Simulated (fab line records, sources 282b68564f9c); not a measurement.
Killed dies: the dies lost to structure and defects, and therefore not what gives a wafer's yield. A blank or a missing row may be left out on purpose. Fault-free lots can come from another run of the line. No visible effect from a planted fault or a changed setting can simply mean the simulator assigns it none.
Problem report, 8D (eight disciplines) form, completed by code ; flow rit_cmos ; the parts of the form that need people (team, actions taken, sign-off) are left out

1. THE PROBLEM
At RIT_M1_SPUTTER_00, chamber_pressure_pa averages 0.3743 Pa over 2 wafers from 2 lots, while fault-free wafers read 0.4000 Pa, standard deviation 0.00085. Measured from the usual mean, that is -30 standard deviations.
The step: material Al, target thk 400 nm, time 500 s.
First seen on wafer L629.6, day 6 13:32, on pvd_sputter-01. The record has a number at this step for 18 wafers belonging to 6 lots. Rule for "out", or "out of limits": more than 4 standard deviations from the usual mean. The rest of the wafers with a number are treated as sound.

2. WHAT IT IS; WHAT IT IS NOT
question;is;is not
which readings at this step;chamber_pressure_pa;throttle_valve_pct
which lots;L629, L633;L614, L626, L634, L636
which wafers of those lots;L629.6, L633.5;L629.2, L629.3, L633.4, L633.6
read on which tools;pvd_sputter-01;pvd_sputter-02, pvd_sputter-03
when;from day 6 13:32;"up to then (8 sound wafers); but 8 sound wafers of L633, L634, L636 came after"

3. WHAT RULES OUT EACH SUSPECT
Counting: if a tool at a process step up to the reading ran every lot that is out, it stays a suspect. Sound lots after the first of them don't rule it out here, since some wafers of a struck lot are sound.
- rie_diel-04 at RIT_CONTACT_ETCH_11 (etches SiO2 in CHF3/CF4/Ar, stops on TiSi2, target depth 480 nm, time 320 s): kept. It ran every lot that is out, first L629 (day 6 12:41); its last sound lot up to then is L614 (day 3 08:14).
- pvd_sputter-01 at RIT_M1_SPUTTER_00 (material Al, target thk 400 nm, time 500 s): kept. It ran every lot that is out, first L629 (day 6 13:32); its last sound lot up to then is L626 (day 5 21:00). Its own chamber_pressure_pa readings are out on those wafers.
Left after counting: rie_diel-04 at RIT_CONTACT_ETCH_11, pvd_sputter-01 at RIT_M1_SPUTTER_00.

4. THE CAUSE (what the simulator had put in)
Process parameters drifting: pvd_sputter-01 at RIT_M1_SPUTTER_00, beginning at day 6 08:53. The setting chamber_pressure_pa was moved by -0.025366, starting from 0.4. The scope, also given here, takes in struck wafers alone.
After counting, 2 suspects remain, this tool included.

5. THE EFFECT CHAIN, in route order
Each row: a reading where the mean over the struck wafers with a number is more than 3 standard deviations away from the usual. Readings are gone through only where the record gives a usual standard deviation; hours: the median, over the lots, of the time from a lot's start at the first step in this table giving one to that lot's start at this step; sigmas: the change measured in usual standard deviations.
hours;step;reading;usual;on struck wafers;change;sigmas
0;RIT_M1_SPUTTER_00;chamber_pressure_pa;0.4000 Pa;0.3743;-0.0257;-30
Its process steps:
- RIT_M1_SPUTTER_00: material Al, target thk 400 nm, time 500 s.
Later measuring or inspecting steps at which every struck wafer that the step has a row for has a number for every such reading, and none has moved that far: RIT_M1_RS_MEAS_01, RIT_M1_THK_MEAS_02, RIT_M1_CD_MEAS_09, RIT_M1_OVL_MEAS_10.

6. HOW IT WOULD HAVE BEEN CAUGHT EARLIER
5 hours passed between the start of the fault at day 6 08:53 and the first reading out of limits in this record, taken at day 6 13:32.
